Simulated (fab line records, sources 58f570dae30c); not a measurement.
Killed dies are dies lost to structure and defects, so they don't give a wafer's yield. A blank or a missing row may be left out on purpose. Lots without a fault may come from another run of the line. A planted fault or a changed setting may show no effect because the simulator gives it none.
Split-lot experiment | flow berkeley_cmos170 | 5 lots, 23 wafers read, on a route of 331 steps

THE SPLIT
At UCB170_ACTIVE_PEB_11, the setting peb_temp_c was moved away from the recipe's 130 C on 11 of the 23 wafers read, by -0.8% to +2.4%. The other wafers ran this setting at the recipe's value.

FROM THE SPLIT TO THE READING: what the file shows between them, 4 steps
- UCB170_ACTIVE_DEVELOP_12: develop time 45 s
- UCB170_ACTIVE_CD_MEAS_13: target cd 1200 nm
- UCB170_ACTIVE_ETCH_15: etches Si3N4 in CH3F/Ar/O2, stops on SiO2, target depth 242 nm, time 151 s
- UCB170_ACTIVE_STRIP_16: strips in O2

THE READING
cd_nm, in nm, at UCB170_ACTIVE_CD_MEAS_90 (target cd 1200 nm). Fault-free wafers of this fab line usually give 1200.0 nm, standard deviation 1.3 nm.

wafer  | tool, chamber at the split | peb_temp_c as run, C | against the recipe | cd_nm, nm | against lot-mates on the recipe
L074.1 | litho_track-04, 0          | 130                  | recipe             | 1200.3    | -
L074.2 | litho_track-04, 0          | 128.9                | -0.8%              | 1208.3    | +7.4
L074.4 | litho_track-04, 0          | 128.9                | -0.8%              | 1209.6    | +8.7
L074.5 | litho_track-04, 0          | 130                  | recipe             | 1201.4    | -
L074.6 | litho_track-04, 0          | 130                  | recipe             | 1201.0    | -
L076.1 | litho_track-04, 0          | 130                  | recipe             | 1199.7    | -
L076.2 | litho_track-04, 0          | 133.1                | +2.4%              | 1181.7    | -17.5
L076.3 | litho_track-04, 0          | 133.1                | +2.4%              | 1181.2    | -18.0
L076.4 | litho_track-04, 0          | 133.1                | +2.4%              | 1180.2    | -19.0
L076.6 | litho_track-04, 0          | 130                  | recipe             | 1198.6    | -
L081.1 | litho_track-01, 0          | 132.5                | +1.9%              | 1187.3    | -13.4
L081.2 | litho_track-01, 0          | 132.5                | +1.9%              | 1186.3    | -14.4
L081.3 | litho_track-01, 0          | 132.5                | +1.9%              | 1185.0    | -15.7
L081.5 | litho_track-01, 0          | 130                  | recipe             | 1201.2    | -
L081.6 | litho_track-01, 0          | 130                  | recipe             | 1200.1    | -
L082.1 | litho_track-01, 0          | 130                  | recipe             | 1199.2    | -
L082.2 | litho_track-01, 0          | 130                  | recipe             | 1199.0    | -
L082.4 | litho_track-01, 0          | 130                  | recipe             | 1198.5    | -
L084.1 | litho_track-02, 0          | 132.9                | +2.2%              | 1184.5    | -16.8
L084.3 | litho_track-02, 0          | 132.9                | +2.2%              | 1182.8    | -18.5
L084.4 | litho_track-02, 0          | 130                  | recipe             | 1201.1    | -
L084.5 | litho_track-02, 0          | 130                  | recipe             | 1201.5    | -
L084.6 | litho_track-02, 0          | 132.9                | +2.2%              | 1183.0    | -18.3

THE FIT
A straight line over all 23 wafers: cd_nm changes by -7.9 nm for each +1% of peb_temp_c; r = -0.99; the points scatter about the line by 1.2 nm.
The same after taking each lot's own level away (the mean of its wafers on the recipe; 23 wafers): -7.88 nm for each +1%; r = -1.00; scatter 0.81 nm.
On that fit, the largest move of peb_temp_c shifts the reading by 19 nm.
The lots' own levels span 1198.90 to 1201.30 nm, that is 1.8 times the standard deviation above.
So the lot-to-lot level changes the slope little: the two slopes agree.
Check: with one of the wafers moved furthest among these (+2.4%) left out of the fit, the line predicts -18.7 nm for it against its lot-mates. It came out at -17.5 nm against them.

OTHER SPLITS ON THESE WAFERS
These wafers also went through other splits before the reading. Each is held against what the fit with the lots' levels taken away leaves over:
other split on the same wafers        | wafers away from the commonest value | r with cd_nm (lot level and that fit taken away)
UCB170_START_OXIDATION_02 temp_c      | 15                                   | +0.07
UCB170_NWELL_COAT_07 spin_rpm         | 8                                    | +0.08
UCB170_NWELL_IMPLANT_14 dose_cm2      | 6                                    | +0.02
UCB170_PWELL_CVD_05 sih2cl2_flow_sccm | 10                                   | -0.12
UCB170_ACTIVE_OXIDATION_02 ox_time_s  | 18                                   | -0.05

THE WHOLE CHAIN: every reading that the file lists as answering this split, in the file's order
step                     | what it does                                                               | reading                                                       | change (the file's fit)              | r (the file's)
UCB170_ACTIVE_CD_MEAS_13 | target cd 1200 nm                                                          | cd_nm                                                         | -7.92 nm for each +1% of the setting | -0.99
UCB170_ACTIVE_ETCH_15    | etches Si3N4 in CH3F/Ar/O2, stops on SiO2, target depth 242 nm, time 151 s | ACTIVE.cd_nm (the simulator's own value, which no gauge read) | -7.8 nm for each +1% of the setting  | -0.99
UCB170_ACTIVE_CD_MEAS_90 | target cd 1200 nm                                                          | cd_nm                                                         | -7.8 nm for each +1% of the setting  | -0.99

THE FILE'S OWN FIT
cd_nm changes by -7.8 nm for each +1% of peb_temp_c, r = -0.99.
